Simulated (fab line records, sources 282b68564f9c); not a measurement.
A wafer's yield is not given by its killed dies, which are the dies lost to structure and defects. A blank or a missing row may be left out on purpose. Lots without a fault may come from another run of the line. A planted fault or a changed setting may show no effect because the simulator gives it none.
Which tool was responsible? :: flow rit_cmos :: 14 lots with 42 wafers sampled at 2 steps, on a route of 202 steps

== WHAT THE GAUGES READ, wafer by wafer ==
RIT_REOX_THK_MEAS_04.
lot: L433
measured: day 2 20:51
on: film_metro-04
REOX_OXIDE_THK (nm): 25.1 25.3 24.8

lot: L434
measured: day 3 02:55
on: film_metro-04
REOX_OXIDE_THK (nm): 24.2 24.5 24.5

lot: L435
measured: day 3 07:15
on: film_metro-04
REOX_OXIDE_THK (nm): 25.6 25.3 25.4

lot: L436
measured: day 3 11:01
on: film_metro-02
REOX_OXIDE_THK (nm): 24.3 24.8 24.4

lot: L437
measured: day 3 17:47
on: film_metro-02
REOX_OXIDE_THK (nm): 25.3 25.5 25.9

lot: L438
measured: day 3 22:05
on: film_metro-01
REOX_OXIDE_THK (nm): 25.0 25.4 25.2

lot: L439
measured: day 4 02:37
on: film_metro-04
REOX_OXIDE_THK (nm): 25.8 25.8 25.8

lot: L444
measured: day 5 01:22
on: film_metro-01
REOX_OXIDE_THK (nm): 30.6 30.7 31.1

lot: L445
measured: day 5 05:57
on: film_metro-04
REOX_OXIDE_THK (nm): 30.4 30.8 30.8

lot: L446
measured: day 5 15:05
on: film_metro-04
REOX_OXIDE_THK (nm): 24.5 24.5 24.8

lot: L450
measured: day 6 10:23
on: film_metro-01
REOX_OXIDE_THK (nm): 25.0 24.9 25.4

lot: L451
measured: day 6 12:29
on: film_metro-04
REOX_OXIDE_THK (nm): 25.6 25.8 25.8

lot: L453
measured: day 6 21:59
on: film_metro-02
REOX_OXIDE_THK (nm): 25.8 25.9 25.9

lot: L456
measured: day 7 15:57
on: film_metro-01
REOX_OXIDE_THK (nm): 24.8 25.2 24.9

== TOOL THAT RAN EACH LOT (tool first, then ch and the chambers of the sampled wafers, then the start) ==
lot: L433
RIT_REOX_OXIDATION_03: furnace-04 ch 0, day 2 18:18

lot: L434
RIT_REOX_OXIDATION_03: furnace-04 ch 0, day 3 00:22

lot: L435
RIT_REOX_OXIDATION_03: furnace-03 ch 0, day 3 04:40

lot: L436
RIT_REOX_OXIDATION_03: furnace-01 ch 0, day 3 08:28

lot: L437
RIT_REOX_OXIDATION_03: furnace-04 ch 0, day 3 15:13

lot: L438
RIT_REOX_OXIDATION_03: furnace-04 ch 0, day 3 19:32

lot: L439
RIT_REOX_OXIDATION_03: furnace-04 ch 0, day 4 00:03

lot: L444
RIT_REOX_OXIDATION_03: furnace-04 ch 0, day 4 22:49

lot: L445
RIT_REOX_OXIDATION_03: furnace-04 ch 0, day 5 03:24

lot: L446
RIT_REOX_OXIDATION_03: furnace-01 ch 0, day 5 12:32

lot: L450
RIT_REOX_OXIDATION_03: furnace-01 ch 0, day 6 07:49

lot: L451
RIT_REOX_OXIDATION_03: furnace-03 ch 0, day 6 09:55

lot: L453
RIT_REOX_OXIDATION_03: furnace-03 ch 0, day 6 19:26

lot: L456
RIT_REOX_OXIDATION_03: furnace-01 ch 0, day 7 13:23
- RIT_REOX_OXIDATION_03: target thk 25.2 nm, ox time 5580 s.

== AS READ BY THE TOOLS THEMSELVES (means over the sampled wafers that have a number; for cases with no such wafer, the mark the record gives instead) ==
RIT_REOX_OXIDATION_03.
lot: L433
tool: furnace-04
spike_tc_centre_C (C): 903.5
spike_tc_load_C (C): 921
spike_tc_source_C (C): 922
tube_center_temp_C (C): 900
tube_center_temp_C_max: 902.2
zone_power_load_pct (%): 32

lot: L434
tool: furnace-04
spike_tc_centre_C (C): 902.6
spike_tc_load_C (C): 922
spike_tc_source_C (C): 921
tube_center_temp_C (C): 900
tube_center_temp_C_max: 902.2
zone_power_load_pct (%): 31

lot: L435
tool: furnace-03
spike_tc_centre_C (C): 902.4
spike_tc_load_C (C): 931
spike_tc_source_C (C): 927
tube_center_temp_C (C): 900
tube_center_temp_C_max: 902.4
zone_power_load_pct (%): 24

lot: L436
tool: furnace-01
spike_tc_centre_C (C): 903.2
spike_tc_load_C (C): 925
spike_tc_source_C (C): 918
tube_center_temp_C (C): 900
tube_center_temp_C_max: 902.3
zone_power_load_pct (%): 23

lot: L437
tool: furnace-04
spike_tc_centre_C (C): 901.8
spike_tc_load_C (C): 922
spike_tc_source_C (C): 921
tube_center_temp_C (C): 900
tube_center_temp_C_max: 902.2
zone_power_load_pct (%): 31

lot: L438
tool: furnace-04
spike_tc_centre_C (C): 901.7
spike_tc_load_C (C): 921
spike_tc_source_C (C): 921
tube_center_temp_C (C): 900
tube_center_temp_C_max: 902.6
zone_power_load_pct (%): 31

lot: L439
tool: furnace-04
spike_tc_centre_C (C): 901.7
spike_tc_load_C (C): 920
spike_tc_source_C (C): 921
tube_center_temp_C (C): 900
tube_center_temp_C_max: 902.1
zone_power_load_pct (%): 32

lot: L444
tool: furnace-04
spike_tc_centre_C (C): 922.2
spike_tc_load_C (C): 942
spike_tc_source_C (C): 942
tube_center_temp_C (C): 920
tube_center_temp_C_max: 922.3
zone_power_load_pct (%): 33

lot: L445
tool: furnace-04
spike_tc_centre_C (C): 921.8
spike_tc_load_C (C): 942
spike_tc_source_C (C): 942
tube_center_temp_C (C): 920
tube_center_temp_C_max: 922.3
zone_power_load_pct (%): 33

lot: L446
tool: furnace-01
spike_tc_centre_C (C): 903.0
spike_tc_load_C (C): 924
spike_tc_source_C (C): 919
tube_center_temp_C (C): 900
tube_center_temp_C_max: 902.1
zone_power_load_pct (%): 24

lot: L450
tool: furnace-01
spike_tc_centre_C (C): 902.9
spike_tc_load_C (C): 925
spike_tc_source_C (C): 918
tube_center_temp_C (C): 900
tube_center_temp_C_max: 902.1
zone_power_load_pct (%): 24

lot: L451
tool: furnace-03
spike_tc_centre_C (C): 903.3
spike_tc_load_C (C): 930
spike_tc_source_C (C): 926
tube_center_temp_C (C): 900
tube_center_temp_C_max: 902.3
zone_power_load_pct (%): 24

lot: L453
tool: furnace-03
spike_tc_centre_C (C): 903.6
spike_tc_load_C (C): 931
spike_tc_source_C (C): 926
tube_center_temp_C (C): 900
tube_center_temp_C_max: 902.1
zone_power_load_pct (%): 24

lot: L456
tool: furnace-01
spike_tc_centre_C (C): 902.6
spike_tc_load_C (C): 926
spike_tc_source_C (C): 917
tube_center_temp_C (C): 900
tube_center_temp_C_max: 902.3
zone_power_load_pct (%): 24

== THE ANSWER, worked out from the rows above alone ==
Rule: the usual values come from the lots themselves. The widest of any qualifying gaps counts: lots, ordered by their means at a reading, are off when they make up no more than a third of the lots, leave a main group of 4 or more, and stand apart from it by 3 or more times the standard deviation of that group's means. A main group is skipped when, at the precision printed for the reading in the tables above, its means are all equal. A lot without any number at a reading at which 4 lots or more have one is off too. The other lots that the step has rows for count as sound. The gauges are gone through in route order, then the tools' own readings, and for those a lot's mean is taken as printed above. The first step at which some lot is off is used, and at that step the reading that is off furthest; a lot without a number counts as furthest.
Off: at RIT_REOX_THK_MEAS_04 (REOX_OXIDE_THK), L444, L445. Mean 25.2 nm and standard deviation 0.49 in the main group.
A tool fits if, at a process step before that reading, it ran every lot that is off, and no sound lot after the first of them. Not tried: the gauges at RIT_REOX_THK_MEAS_04; whatever is off there is also off at RIT_REOX_OXIDATION_03, on other tools, and gauge error can't account for it. One candidate fits, namely furnace-04 at RIT_REOX_OXIDATION_03. Its last sound lot is L439 (day 4 00:03), its first lot that is off L444 (day 4 22:49): a fault that began between those two fits.
The tool's own readings at RIT_REOX_OXIDATION_03 bear it out: on the lots that are off they differ by more than 5 times the standard deviation of the sound lots' means. spike_tc_centre_C reads 922.0 C there against 902.7 C on the sound lots; spike_tc_source_C reads 942 C there against 921 C on the sound lots; tube_center_temp_C reads 920 C there against 900 C on the sound lots; tube_center_temp_C_max reads 922.3 there against 902.2 on the sound lots.

== WHAT THE SIMULATOR HAD PUT IN ==
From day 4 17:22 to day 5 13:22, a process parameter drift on furnace-04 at RIT_REOX_OXIDATION_03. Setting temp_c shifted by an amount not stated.
Lots struck among those shown: L444, L445. The same result came from the rule above.
